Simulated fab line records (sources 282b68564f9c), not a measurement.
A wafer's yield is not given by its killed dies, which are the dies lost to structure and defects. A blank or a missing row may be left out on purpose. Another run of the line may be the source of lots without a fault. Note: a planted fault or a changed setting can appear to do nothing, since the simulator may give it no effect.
What tool caused it?	flow ritCmos	11 lots, 33 wafers sampled, at 3 steps of a route of 202

WHAT THE GAUGES READ, wafer by wafer
RIT_M1_RS_MEAS_01: measurement is done with a four-point probe.
lot	measured	on	M1_AL_RS (ohm/sq)
L668	day 3 10:17	filmMetro-03	0.0740 0.0733 0.0742
L669	day 3 16:05	filmMetro-02	0.0726 0.0729 0.0728
L670	day 4 01:55	filmMetro-03	0.0735 0.0737 0.0737
L673	day 4 15:58	filmMetro-02	0.0752 0.0742 0.0742
L677	day 5 10:22	filmMetro-04	0.0740 0.0737 0.0735
L678	day 5 14:41	filmMetro-04	0.1069 0.0734 0.0742 0.1073 0.0733 0.0742
L680	day 5 22:58	filmMetro-03	0.1041 0.0726 0.0722 0.1043 0.0727 0.0723
L683	day 6 13:38	filmMetro-03	0.0742 0.0736 0.0735
L685	day 6 23:38	filmMetro-04	0.0731 0.0735 0.0729
L687	day 7 06:49	filmMetro-02	0.0734 0.0729 0.0727
L689	day 7 18:42	filmMetro-02	0.0730 0.0742 0.0732

WHAT TOOL EACH LOT RAN ON (gives the tool, then ch and the chambers of the sampled wafers, and finally the start)
lot	RIT_CONTACT_ETCH_11	RIT_M1_SPUTTER_00
L668	rieDiel-02 ch 0,1,2, day 3 08:58	pvdSputter-02, day 3 10:00
L669	rieDiel-03 ch 0,2,3, day 3 14:37	pvdSputter-01, day 3 15:48
L670	rieDiel-02 ch 0,3, day 4 00:36	pvdSputter-02, day 4 01:37
L673	rieDiel-02 ch 1,2,3, day 4 14:49	pvdSputter-03, day 4 15:40
L677	rieDiel-03 ch 1,2,3, day 5 09:11	pvdSputter-03, day 5 10:02
L678	rieDiel-01 ch 0,1,3, day 5 13:30	pvdSputter-02, day 5 14:20
L680	rieDiel-03 ch 2,3, day 5 21:48	pvdSputter-02, day 5 22:39
L683	rieDiel-01 ch 1,3, day 6 12:27	pvdSputter-03, day 6 13:20
L685	rieDiel-03 ch 0,1,3, day 6 22:19	pvdSputter-01, day 6 23:21
L687	rieDiel-03 ch 1,3, day 7 05:37	pvdSputter-01, day 7 06:31
L689	rieDiel-03 ch 1,2,3, day 7 17:34	pvdSputter-03, day 7 18:25
- RIT_CONTACT_ETCH_11: etches SiO2 in CHF3/CF4/Ar, stops on TiSi2, target depth 480 nm, time 320 s.
- RIT_M1_SPUTTER_00: material Al, target thk 400 nm, time 500 s.

THE ANSWER, worked out from the rows above alone
Rule: the usual values come from the lots themselves. The widest of any qualifying gaps counts: lots, ordered by their means at a reading, are off when they make up no more than a third of the lots, leave a main group of 4 or more, and stand apart from it by 3 or more times the standard deviation of that group's means. A main group whose means are all the same, to the digits that the tables above print for the reading, isn't used. Also off: a lot with no number at a reading for which 4 or more lots have one. All remaining lots with rows at the step are treated as sound.
Off: L678, L680, at RIT_M1_RS_MEAS_01 (M1_AL_RS). The main group has a mean of 0.0735 ohm/sq with a standard deviation of 0.00049.
If a tool, at a process step before that reading, ran all the lots that are off and no sound lot after the first of them, it fits. Gauges at RIT_M1_RS_MEAS_01: tried the same way as those tools. One fits: RIT_M1_SPUTTER_00 on pvdSputter-02. Its last sound lot is L670 (day 4 01:37), its first lot that is off L678 (day 5 14:20): a fault that began between those two fits.

WHAT THE SIMULATOR PUT IN
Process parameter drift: pvdSputter-02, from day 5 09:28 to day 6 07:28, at RIT_M1_SPUTTER_00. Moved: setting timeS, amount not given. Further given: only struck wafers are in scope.
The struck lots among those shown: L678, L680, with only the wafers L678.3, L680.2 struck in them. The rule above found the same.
